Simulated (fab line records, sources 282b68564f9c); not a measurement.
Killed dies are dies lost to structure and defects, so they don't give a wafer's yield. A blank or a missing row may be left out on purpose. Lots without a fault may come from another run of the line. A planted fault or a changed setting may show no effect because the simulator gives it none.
Which tool did it? | flow rit_cmos | 14 lots, 42 wafers sampled, at 5 steps of a route of 202

WHAT THE GAUGES READ, wafer by wafer
RIT_NWELL_TW_MEAS_10. Usual: NWELL_TW 2140, standard deviation 26.
lot  | measured    | on            | NWELL_TW       | flag
L107 | day 1 21:10 | film_metro-03 | 2141 2152 2140 |
L109 | day 2 06:46 | film_metro-02 | 2171 2184 2187 |
L110 | day 2 12:56 | film_metro-02 | 2180 2186 2182 |
L113 | day 3 03:04 | film_metro-04 | 2115 2104 2109 |
L114 | day 3 09:17 | film_metro-03 | 2144 2148 2139 |
L115 | day 3 14:16 | film_metro-04 | 2112 2109 2123 |
L117 | day 4 00:32 | film_metro-04 | 2119 2120 2111 |
L119 | day 4 09:27 | film_metro-04 | 2128 2115 2115 |
L120 | day 4 13:52 | film_metro-04 | 2123 2124 2115 |
L125 | day 5 15:31 | film_metro-02 | 2164 2166 2164 |
L127 | day 6 06:11 | film_metro-04 | 2125 2117 2121 |
L128 | day 6 07:44 | film_metro-04 | 2119 2108 2117 |
L129 | day 6 12:30 | film_metro-04 | 2119 2116 2114 |
L130 | day 6 20:53 | film_metro-03 | 2172 2152 2153 |

RIT_PWELL_OVL_MEAS_06. Usual: PWELL_OVL -0.6 nm, standard deviation 1.2.
lot  | measured    | on         | PWELL_OVL (nm) | flag
L107 | day 1 22:05 | overlay-01 | -3.2 -1.8 -1.4 |
L109 | day 2 07:45 | overlay-02 | -2.4 -1.4 -1.8 |
L110 | day 2 14:00 | overlay-02 | -1.8 -2.9 -1.2 |
L113 | day 3 04:13 | overlay-02 | -1.2 -0.6 -3.3 |
L114 | day 3 10:13 | overlay-01 | -0.8 -0.5 -0.7 |
L115 | day 3 15:13 | overlay-01 | -0.6 -0.3 -2.8 |
L117 | day 4 01:37 | overlay-01 | 0.1 0.9 1.2    |
L119 | day 4 10:31 | overlay-01 | -0.5 -0.2 2.5  |
L120 | day 4 15:01 | overlay-02 | -2.1 -2.9 -1.2 |
L125 | day 5 16:31 | overlay-01 | 0.2 -1.0 1.0   |
L127 | day 6 07:08 | overlay-02 | -1.1 -0.8 0.4  |
L128 | day 6 08:40 | overlay-02 | -0.4 -0.9 -0.5 |
L129 | day 6 13:34 | overlay-01 | 0.2 -0.7 -1.3  |
L130 | day 6 21:58 | overlay-02 | -1.0 -0.5 -1.1 |

RIT_GATE_THK_MEAS_07. Usual: GATE_OXIDE_THK 3.03 nm, standard deviation 0.055.
lot  | measured    | on            | GATE_OXIDE_THK (nm) | flag
L107 | day 2 09:27 | film_metro-03 | 3.01 2.98 3.03      |
L109 | day 2 20:00 | film_metro-01 | 2.99 2.97 2.91      |
L110 | day 3 01:38 | film_metro-03 | 3.01 3.07 3.00      |
L113 | day 3 15:44 | film_metro-04 | 2.97 2.98 2.93      |
L114 | day 3 23:07 | film_metro-01 | 2.98 2.96 2.98      |
L115 | day 4 02:39 | film_metro-04 | 3.02 3.11 3.00      |
L117 | day 4 12:39 | film_metro-01 | 3.14 3.05 3.07      |
L119 | day 4 21:58 | film_metro-04 | 3.09 3.07 3.04      |
L120 | day 5 02:49 | film_metro-01 | 3.11 3.10 2.99      |
L125 | day 6 08:43 | film_metro-03 | 5.07 5.03 4.98      | OFF
L127 | day 6 21:49 | film_metro-01 | 4.91 4.92 4.92      | OFF
L128 | day 6 20:29 | film_metro-03 | 3.12 3.08 3.09      |
L129 | day 7 05:49 | film_metro-03 | 3.05 3.11 3.05      |
L130 | day 7 11:10 | film_metro-04 | 3.02 3.03 2.95      |

RIT_GATE_OVL_MEAS_17. Usual: GATE_OVL 1.1 nm, standard deviation 1.9.
lot  | measured    | on         | GATE_OVL (nm)  | flag
L107 | day 2 12:09 | overlay-01 | 1.2 2.8 2.1    |
L109 | day 2 23:33 | overlay-02 | 3.4 2.3 4.3    |
L110 | day 3 04:44 | overlay-01 | -0.5 -1.5 2.5  |
L113 | day 3 18:34 | overlay-01 | -2.0 0.8 -0.1  |
L114 | day 4 02:37 | overlay-02 | -0.6 0.3 1.2   |
L115 | day 4 05:21 | overlay-02 | 0.5 -1.3 -2.0  |
L117 | day 4 15:29 | overlay-01 | -0.3 -0.9 0.3  |
L119 | day 5 00:47 | overlay-01 | -0.9 -3.0 -1.5 |
L120 | day 5 05:39 | overlay-02 | 2.3 1.9 1.8    |
L125 | day 6 12:53 | overlay-02 | 0.3 0.4 2.8    |
L127 | day 7 01:08 | overlay-02 | 2.9 2.9 2.1    |
L128 | day 6 23:41 | overlay-02 | -0.5 -0.3 0.3  |
L129 | day 7 08:32 | overlay-02 | -2.3 -2.6 -2.5 |
L130 | day 7 14:05 | overlay-02 | 1.5 3.4 1.1    |

WHICH TOOL RAN EACH LOT (tool, then ch and the chambers of the sampled wafers, then the start)
lot  | RIT_GATE_OXIDATION_05
L107 | furnace-04 ch 0, day 2 08:07
L109 | furnace-03 ch 0, day 2 17:35
L110 | furnace-04 ch 0, day 3 00:19
L113 | furnace-04 ch 0, day 3 14:14
L114 | furnace-04 ch 0, day 3 21:47
L115 | furnace-01 ch 0, day 4 01:19
L117 | furnace-04 ch 0, day 4 11:19
L119 | furnace-01 ch 0, day 4 20:38
L120 | furnace-01 ch 0, day 5 00:53
L125 | furnace-03 ch 0, day 6 04:52
L127 | furnace-04 ch 0, day 6 19:10
L128 | furnace-04 ch 0, day 6 19:10
L129 | furnace-04 ch 0, day 7 01:33
L130 | furnace-04 ch 0, day 7 09:02
- RIT_GATE_OXIDATION_05: target thk 3 nm, ox time 270 s.

WHAT THE TOOLS THEMSELVES READ (means of the sampled wafers that have a number; where no wafer has one, the mark that the record gives instead)
RIT_GATE_OXIDATION_05. Usual: ox_temp_c_max 903.0, standard deviation 1.3; spike_tc_load_C 926.2 C, standard deviation 2.1; zone_power_source_pct 25.8 %, standard deviation 0.64.
lot  | tool       | ox_temp_c_max | spike_tc_load_C (C) | zone_power_source_pct (%) | flag
L107 | furnace-04 | 902.6         | 924.7               | 26.6                      |
L109 | furnace-03 | 904.2         | 925.3               | 24.9                      |
L110 | furnace-04 | 903.2         | 924.6               | 26.3                      |
L113 | furnace-04 | 902.2         | 925.1               | 26.3                      |
L114 | furnace-04 | 902.2         | 926.1               | 26.3                      |
L115 | furnace-01 | 902.5         | 929.4               | 25.4                      |
L117 | furnace-04 | 902.5         | 925.2               | 26.5                      |
L119 | furnace-01 | 902.1         | 928.4               | 25.4                      |
L120 | furnace-01 | 901.9         | 928.9               | 25.5                      |
L125 | furnace-03 | 905.5         | 924.5               | 24.9                      |
L127 | furnace-04 | 901.9         | 925.5               | 26.7                      |
L128 | furnace-04 | 902.1         | 925.6               | 26.5                      |
L129 | furnace-04 | 902.5         | 924.9               | 26.5                      |
L130 | furnace-04 | 901.8         | 925.2               | 26.5                      |

THE ANSWER, worked out from the rows above alone
Rule: a lot is off if the mean of its wafers that have a number lies more than 3 standard deviations from the usual mean. A lot without any number at a reading at which 4 lots or more have one is off too. The other lots that the step has rows for count as sound. The gauges are gone through in route order, then the tools' own readings, and for those a lot's mean is taken as printed above. The first step at which some lot is off is used, and at that step the reading that is off furthest; a lot without a number counts as furthest.
Off: L125, L127, at RIT_GATE_THK_MEAS_07 (GATE_OXIDE_THK).
A tool fits if, at a process step before that reading, it ran every lot that is off, and no sound lot after the first of them. The gauges at RIT_GATE_THK_MEAS_07 are tried like those tools. None of those tried fits.

WHAT THE SIMULATOR HAD PUT IN
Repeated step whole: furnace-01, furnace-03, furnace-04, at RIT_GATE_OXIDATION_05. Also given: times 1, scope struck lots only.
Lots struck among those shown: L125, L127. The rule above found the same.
